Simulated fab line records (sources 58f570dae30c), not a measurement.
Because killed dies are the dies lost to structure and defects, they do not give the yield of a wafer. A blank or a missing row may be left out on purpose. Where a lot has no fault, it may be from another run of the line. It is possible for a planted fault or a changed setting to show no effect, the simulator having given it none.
Chamber matching ; flow berkeley cmos170 ; UCB170_V2_CVD_00 on pecvd-03: 3 sister chambers
The step deposits SiO2 from TEOS/O2, target thk 2000 nm, time 250 s. 6 wafers are shown with their chamber, then 7 later ones without.

== EACH WAFER AND ITS CHAMBER ==
wafer;chamber;heater power w (W)
L435.3;1;246
L435.6;0;307
L439.3;1;261
L439.6;2;188
L446.1;0;244
L446.4;2;192

== WAFERS WITHOUT THEIR CHAMBER ==
wafer;heater power w (W)
L446.5;280
L448.1;260
L448.4;287
L448.6;184
L453.3;231
L453.5;294
L453.6;185

== EACH ONE'S CHAMBER ==
wafer;from the rows above;in truth
L446.5;can't be placed: 0 or 1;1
L448.1;can't be placed: 1 or 0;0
L448.4;can't be placed: 0 or 1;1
L448.6;2;2
L453.3;can't be placed: 1 or 2 or 0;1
L453.5;can't be placed: 0 or 1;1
L453.6;2;2
Placed correctly: 2 of 7. Not placeable from these rows: 5 (in 5, the candidates include the true chamber). Number placed wrongly: 0.
How it was worked out, from the rows above alone: a wafer's distance from a chamber is the root of the sum, over the readings, of the square of ((its reading less the chamber's mean) divided by the reading's scatter). If the next closest chamber is less than 2 further off than the closest, the wafer can't be placed; otherwise it belongs to the closest. The mean given for a chamber averages the wafers shown for that chamber. The scatter: take each reading less its chamber's mean, square it, sum over the shown wafers, divide by the number of wafers less the number of chambers, and take the root.
